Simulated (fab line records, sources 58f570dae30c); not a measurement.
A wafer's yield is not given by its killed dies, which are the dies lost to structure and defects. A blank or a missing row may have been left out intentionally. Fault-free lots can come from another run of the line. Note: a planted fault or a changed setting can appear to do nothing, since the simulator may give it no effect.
The tool behind it: which one? :: flow berkeley cmos170 :: 14 lots, 42 wafers sampled, at 7 steps of a route of 331

WHAT THE GAUGES READ, wafer by wafer
UCB170_GATE_OVL_MEAS_13.
lot: L132
measured: day 7 06:32
on: overlay-01
GATE_OVL (nm): -4 4 3

lot: L133
measured: day 7 07:00
on: overlay-01
GATE_OVL (nm): 2 0 4

lot: L135
measured: day 7 19:45
on: overlay-01
GATE_OVL (nm): 2 -5 -7

lot: L134
measured: day 7 19:53
on: overlay-02
GATE_OVL (nm): -5 1 3

lot: L136
measured: day 7 20:04
on: overlay-01
GATE_OVL (nm): -10 -13 -4

lot: L137
measured: day 8 10:32
on: overlay-02
GATE_OVL (nm): -10 -3 -11

lot: L138
measured: day 8 17:10
on: overlay-02
GATE_OVL (nm): -1 3 -2

lot: L139
measured: day 8 17:26
on: overlay-02
GATE_OVL (nm): -7 0 -6

lot: L144
measured: day 9 23:29
on: overlay-02
GATE_OVL (nm): -4 -3 -2

lot: L146
measured: day 10 00:13
on: overlay-02
GATE_OVL (nm): -7 4 1

lot: L150
measured: day 10 13:02
on: overlay-01
GATE_OVL (nm): 6 -7 -1

lot: L148
measured: day 10 13:17
on: overlay-02
GATE_OVL (nm): 7 -1 -5

lot: L151
measured: day 10 21:23
on: overlay-02
GATE_OVL (nm): -9 -11 0

lot: L153
measured: day 11 11:31
on: overlay-02
GATE_OVL (nm): -7 -8 -8

UCB170_PLDD_OVL_MEAS_07.
lot: L132
measured: day 7 08:26
on: overlay-01
PLDD_OVL (nm): 4 -1 4

lot: L133
measured: day 7 09:11
on: overlay-02
PLDD_OVL (nm): 14 6 4

lot: L135
measured: day 7 21:23
on: overlay-02
PLDD_OVL (nm): 10 11 4

lot: L134
measured: day 7 21:38
on: overlay-01
PLDD_OVL (nm): -5 5 3

lot: L136
measured: day 7 21:53
on: overlay-02
PLDD_OVL (nm): -7 -3 1

lot: L137
measured: day 8 12:33
on: overlay-01
PLDD_OVL (nm): -1 -6 -9

lot: L138
measured: day 8 19:08
on: overlay-01
PLDD_OVL (nm): 7 -6 7

lot: L139
measured: day 8 19:50
on: overlay-02
PLDD_OVL (nm): -2 -1 -1

lot: L144
measured: day 10 01:13
on: overlay-02
PLDD_OVL (nm): 6 -9 -4

lot: L146
measured: day 10 01:53
on: overlay-02
PLDD_OVL (nm): 0 -9 2

lot: L150
measured: day 10 14:47
on: overlay-02
PLDD_OVL (nm): -14 -7 -11

lot: L148
measured: day 10 15:02
on: overlay-02
PLDD_OVL (nm): -8 7 -5

lot: L151
measured: day 10 23:01
on: overlay-01
PLDD_OVL (nm): -2 2 11

lot: L153
measured: day 11 13:41
on: overlay-02
PLDD_OVL (nm): 1 0 5

UCB170_NLDD_TW_MEAS_11.
lot: L132
measured: day 7 10:56
on: film metro-02
NLDD_TW: 2245 2253 2248

lot: L133
measured: day 7 11:32
on: film metro-02
NLDD_TW: 2245 2245 2239

lot: L135
measured: day 8 00:11
on: film metro-04
NLDD_TW: 2193 2200 2209

lot: L134
measured: day 8 01:19
on: film metro-04
NLDD_TW: 2186 2189 2199

lot: L136
measured: day 8 01:29
on: film metro-02
NLDD_TW: 2228 2214 2231

lot: L137
measured: day 8 15:11
on: film metro-02
NLDD_TW: 2229 2225 2217

lot: L138
measured: day 8 21:29
on: film metro-04
NLDD_TW: 2195 2196 2198

lot: L139
measured: day 8 22:16
on: film metro-02
NLDD_TW: 2218 2224 2218

lot: L144
measured: day 10 03:50
on: film metro-04
NLDD_TW: 2187 2191 2172

lot: L146
measured: day 10 04:57
on: film metro-02
NLDD_TW: 3161 3165 3168

lot: L150
measured: day 10 17:11
on: film metro-02
NLDD_TW: 2231 2224 2215

lot: L148
measured: day 10 17:27
on: film metro-04
NLDD_TW: 3104 3090 3125

lot: L151
measured: day 11 01:23
on: film metro-02
NLDD_TW: 2226 2218 2227

lot: L153
measured: day 11 15:53
on: film metro-03
NLDD_TW: 2202 2203 2205

UCB170_SDANNEAL_RS_MEAS_05: a four-point-probe measurement.
lot: L132
measured: day 8 03:46
on: film metro-02
NLDD_RS (ohm/sq): 617.0 618.6 616.9

lot: L133
measured: day 8 03:11
on: film metro-02
NLDD_RS (ohm/sq): 617.7 616.8 617.2

lot: L135
measured: day 8 12:11
on: film metro-02
NLDD_RS (ohm/sq): 616.3 617.0 616.1

lot: L134
measured: day 8 12:21
on: film metro-04
NLDD_RS (ohm/sq): 614.1 616.7 616.9

lot: L136
measured: day 8 11:53
on: film metro-04
NLDD_RS (ohm/sq): 616.5 615.3 615.9

lot: L137
measured: day 9 06:10
on: film metro-04
NLDD_RS (ohm/sq): 616.6 618.0 617.3

lot: L138
measured: day 9 10:55
on: film metro-04
NLDD_RS (ohm/sq): 615.6 614.1 615.4

lot: L139
measured: day 9 10:26
on: film metro-02
NLDD_RS (ohm/sq): 618.6 620.8 618.0

lot: L144
measured: day 10 14:08
on: film metro-03
NLDD_RS (ohm/sq): 616.8 617.3 617.9

lot: L146
measured: day 10 16:02
on: film metro-03
NLDD_RS (ohm/sq): 173.2 173.0 173.0

lot: L150
measured: day 11 05:04
on: film metro-03
NLDD_RS (ohm/sq): 614.3 613.2 614.0

lot: L148
measured: day 11 05:44
on: film metro-04
NLDD_RS (ohm/sq): 172.7 173.0 172.4

lot: L151
measured: day 11 12:56
on: film metro-04
NLDD_RS (ohm/sq): 616.2 616.9 617.2

lot: L153
measured: day 12 02:10
on: film metro-04
NLDD_RS (ohm/sq): 617.7 617.3 616.1

WHAT TOOL EACH LOT RAN ON (gives the tool, then ch and the chambers of the sampled wafers, and finally the start)
lot: L132
UCB170_GATE_STRIP_16: plasma asher-02 ch 1, day 7 06:40
UCB170_NLDD_IMPLANT_08: implanter-02 ch 0, day 7 10:28
UCB170_NLDD_STRIP_10: plasma asher-04 ch 0,1, day 7 10:44

lot: L133
UCB170_GATE_STRIP_16: plasma asher-02 ch 0,1, day 7 07:08
UCB170_NLDD_IMPLANT_08: implanter-01 ch 0, day 7 11:08
UCB170_NLDD_STRIP_10: plasma asher-04 ch 0,1, day 7 11:26

lot: L135
UCB170_GATE_STRIP_16: plasma asher-04 ch 0,1, day 7 19:52
UCB170_NLDD_IMPLANT_08: implanter-02 ch 0, day 7 23:47
UCB170_NLDD_STRIP_10: plasma asher-04 ch 0,1, day 8 00:05

lot: L134
UCB170_GATE_STRIP_16: plasma asher-03 ch 0,1, day 7 20:00
UCB170_NLDD_IMPLANT_08: implanter-03 ch 0, day 8 00:56
UCB170_NLDD_STRIP_10: plasma asher-02 ch 0,1, day 8 01:12

lot: L136
UCB170_GATE_STRIP_16: plasma asher-02 ch 0,1, day 7 20:13
UCB170_NLDD_IMPLANT_08: implanter-01 ch 0, day 8 01:07
UCB170_NLDD_STRIP_10: plasma asher-01 ch 0,1, day 8 01:23

lot: L137
UCB170_GATE_STRIP_16: plasma asher-03 ch 0, day 8 10:39
UCB170_NLDD_IMPLANT_08: implanter-01 ch 0, day 8 14:47
UCB170_NLDD_STRIP_10: plasma asher-02 ch 0,1, day 8 15:04

lot: L138
UCB170_GATE_STRIP_16: plasma asher-02 ch 0,1, day 8 17:19
UCB170_NLDD_IMPLANT_08: implanter-01 ch 0, day 8 21:07
UCB170_NLDD_STRIP_10: plasma asher-04 ch 0,1, day 8 21:23

lot: L139
UCB170_GATE_STRIP_16: plasma asher-03 ch 0,1, day 8 17:35
UCB170_NLDD_IMPLANT_08: implanter-02 ch 0, day 8 21:54
UCB170_NLDD_STRIP_10: plasma asher-04 ch 0,1, day 8 22:11

lot: L144
UCB170_GATE_STRIP_16: plasma asher-04 ch 0,1, day 9 23:37
UCB170_NLDD_IMPLANT_08: implanter-02 ch 0, day 10 03:26
UCB170_NLDD_STRIP_10: plasma asher-01 ch 0,1, day 10 03:44

lot: L146
UCB170_GATE_STRIP_16: plasma asher-03 ch 0,1, day 10 00:20
UCB170_NLDD_IMPLANT_08: implanter-01 ch 0, day 10 04:34
UCB170_NLDD_STRIP_10: plasma asher-04 ch 0,1, day 10 04:50

lot: L150
UCB170_GATE_STRIP_16: plasma asher-04 ch 0,1, day 10 13:11
UCB170_NLDD_IMPLANT_08: implanter-02 ch 0, day 10 16:50
UCB170_NLDD_STRIP_10: plasma asher-04 ch 0,1, day 10 17:05

lot: L148
UCB170_GATE_STRIP_16: plasma asher-02 ch 0,1, day 10 13:25
UCB170_NLDD_IMPLANT_08: implanter-01 ch 0, day 10 17:05
UCB170_NLDD_STRIP_10: plasma asher-02 ch 0,1, day 10 17:22

lot: L151
UCB170_GATE_STRIP_16: plasma asher-04 ch 0,1, day 10 21:30
UCB170_NLDD_IMPLANT_08: implanter-02 ch 0, day 11 00:59
UCB170_NLDD_STRIP_10: plasma asher-02 ch 0,1, day 11 01:17

lot: L153
UCB170_GATE_STRIP_16: plasma asher-02 ch 1, day 11 11:38
UCB170_NLDD_IMPLANT_08: implanter-03 ch 0, day 11 15:29
UCB170_NLDD_STRIP_10: plasma asher-02 ch 0,1, day 11 15:47
- UCB170_GATE_STRIP_16: strips in O2.
- UCB170_NLDD_IMPLANT_08
- UCB170_NLDD_STRIP_10: strips in O2.

AS READ BY THE TOOLS THEMSELVES (means over the sampled wafers that have a number; for cases with no such wafer, the mark the record gives instead)
UCB170_GATE_STRIP_16.
lot: L132
tool: plasma asher-02
drypump motor current A (A): 6.01
oes product au (a.u.): 0.730

lot: L133
tool: plasma asher-02
drypump motor current A (A): 5.90
oes product au (a.u.): 0.728

lot: L135
tool: plasma asher-04
drypump motor current A (A): 5.31
oes product au (a.u.): 0.723

lot: L134
tool: plasma asher-03
drypump motor current A (A): 5.48
oes product au (a.u.): 0.724

lot: L136
tool: plasma asher-02
drypump motor current A (A): 5.89
oes product au (a.u.): 0.724

lot: L137
tool: plasma asher-03
drypump motor current A (A): 5.29
oes product au (a.u.): 0.722

lot: L138
tool: plasma asher-02
drypump motor current A (A): 5.76
oes product au (a.u.): 0.728

lot: L139
tool: plasma asher-03
drypump motor current A (A): 5.51
oes product au (a.u.): 0.725

lot: L144
tool: plasma asher-04
drypump motor current A (A): 5.38
oes product au (a.u.): 0.723

lot: L146
tool: plasma asher-03
drypump motor current A (A): 5.67
oes product au (a.u.): 0.725

lot: L150
tool: plasma asher-04
drypump motor current A (A): 5.35
oes product au (a.u.): 0.726

lot: L148
tool: plasma asher-02
drypump motor current A (A): 5.75
oes product au (a.u.): 0.717

lot: L151
tool: plasma asher-04
drypump motor current A (A): 5.32
oes product au (a.u.): 0.725

lot: L153
tool: plasma asher-02
drypump motor current A (A): 6.03
oes product au (a.u.): 0.727

UCB170_NLDD_IMPLANT_08.
lot: L132
tool: implanter-02
beam on s (s): 10.14
dose ions cm2: 4.998e+13
faraday current uA: 157

lot: L133
tool: implanter-01
beam on s (s): 9.96
dose ions cm2: 5.000e+13
faraday current uA: 159

lot: L135
tool: implanter-02
beam on s (s): 10.17
dose ions cm2: 5.005e+13
faraday current uA: 156

lot: L134
tool: implanter-03
beam on s (s): 10.01
dose ions cm2: 4.995e+13
faraday current uA: 159

lot: L136
tool: implanter-01
beam on s (s): 10.29
dose ions cm2: 4.999e+13
faraday current uA: 154

lot: L137
tool: implanter-01
beam on s (s): 10.32
dose ions cm2: 5.006e+13
faraday current uA: 153

lot: L138
tool: implanter-01
beam on s (s): 10.10
dose ions cm2: 4.993e+13
faraday current uA: 157

lot: L139
tool: implanter-02
beam on s (s): 9.89
dose ions cm2: 5.000e+13
faraday current uA: 161

lot: L144
tool: implanter-02
beam on s (s): 9.93
dose ions cm2: 5.002e+13
faraday current uA: 160

lot: L146
tool: implanter-01
beam on s (s): 16.22
dose ions cm2: 5.000e+14
faraday current uA: 976

lot: L150
tool: implanter-02
beam on s (s): 9.79
dose ions cm2: 5.000e+13
faraday current uA: 162

lot: L148
tool: implanter-01
beam on s (s): 16.32
dose ions cm2: 5.000e+14
faraday current uA: 972

lot: L151
tool: implanter-02
beam on s (s): 9.98
dose ions cm2: 5.001e+13
faraday current uA: 159

lot: L153
tool: implanter-03
beam on s (s): 10.01
dose ions cm2: 4.990e+13
faraday current uA: 158

UCB170_NLDD_STRIP_10.
lot: L132
tool: plasma asher-04
drypump motor current A (A): 5.32
oes product au (a.u.): 0.734
strip time to endpoint s (s): 21.58

lot: L133
tool: plasma asher-04
drypump motor current A (A): 5.32
oes product au (a.u.): 0.735
strip time to endpoint s (s): 21.73

lot: L135
tool: plasma asher-04
drypump motor current A (A): 5.34
oes product au (a.u.): 0.738
strip time to endpoint s (s): 21.67

lot: L134
tool: plasma asher-02
drypump motor current A (A): 5.89
oes product au (a.u.): 0.730
strip time to endpoint s (s): 21.69

lot: L136
tool: plasma asher-01
drypump motor current A (A): 5.94
oes product au (a.u.): 0.730
strip time to endpoint s (s): 21.64

lot: L137
tool: plasma asher-02
drypump motor current A (A): 5.75
oes product au (a.u.): 0.734
strip time to endpoint s (s): 21.67

lot: L138
tool: plasma asher-04
drypump motor current A (A): 5.31
oes product au (a.u.): 0.735
strip time to endpoint s (s): 21.59

lot: L139
tool: plasma asher-04
drypump motor current A (A): 5.31
oes product au (a.u.): 0.738
strip time to endpoint s (s): 21.60

lot: L144
tool: plasma asher-01
drypump motor current A (A): 5.73
oes product au (a.u.): 0.731
strip time to endpoint s (s): 21.55

lot: L146
tool: plasma asher-04
drypump motor current A (A): 5.38
oes product au (a.u.): 0.685
strip time to endpoint s (s): 23.87

lot: L150
tool: plasma asher-04
drypump motor current A (A): 5.33
oes product au (a.u.): 0.734
strip time to endpoint s (s): 21.57

lot: L148
tool: plasma asher-02
drypump motor current A (A): 5.88
oes product au (a.u.): 0.682
strip time to endpoint s (s): 23.90

lot: L151
tool: plasma asher-02
drypump motor current A (A): 5.74
oes product au (a.u.): 0.735
strip time to endpoint s (s): 21.55

lot: L153
tool: plasma asher-02
drypump motor current A (A): 5.88
oes product au (a.u.): 0.731
strip time to endpoint s (s): 21.55

THE ANSWER, worked out from the rows above alone
Rule: usual is defined by the lots themselves. Put in order of their means at a reading, lots are off if they are a third of the lots or fewer, leave a main group of 4 or more, and stand apart from it by a gap of 3 or more times the standard deviation of the main group's means; of several such gaps the widest counts. If all means in a main group match to the digits the tables above print for the reading, that group is not used. Also off: a lot with no number at a reading for which 4 or more lots have one. The other lots that the step has rows for count as sound. Order of review: gauges by route order, followed by the tools' own readings, for which a lot's mean as printed above is used. At the first step where some lot is off, the reading lying furthest off is the one used; lots without a number count as furthest.
Off: L146, L148, seen at UCB170_NLDD_TW_MEAS_11 (NLDD_TW). Main group: mean 2215, sd 19.
A tool fits if, at a process step before that reading, it ran every lot that is off, and no sound lot after the first of them. Not tried: the gauges at UCB170_NLDD_TW_MEAS_11; whatever is off there is also off at UCB170_NLDD_IMPLANT_08, on other tools, and gauge error can't account for it. One fits: UCB170_NLDD_IMPLANT_08 on implanter-01. A fault onset in the window from L138 (day 8 21:07, its last sound lot) to L146 (day 10 04:34, its first lot off) fits.
The tool's own readings at UCB170_NLDD_IMPLANT_08 bear it out: on the lots that are off they differ by more than 5 times the standard deviation of the sound lots' means. beam on s reads 16.27 s there against 10.05 s on the sound lots; dose ions cm2 reads 5.000e+14 there against 4.999e+13 on the sound lots; faraday current uA reads 974 there against 158 on the sound lots.

WHAT WAS PUT IN BY THE SIMULATOR
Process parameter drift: implanter-01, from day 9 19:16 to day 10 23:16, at UCB170_NLDD_IMPLANT_08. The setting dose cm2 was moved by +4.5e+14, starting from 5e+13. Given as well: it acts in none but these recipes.
Struck lots among those shown: L146, L148. Same finding as the rule above.
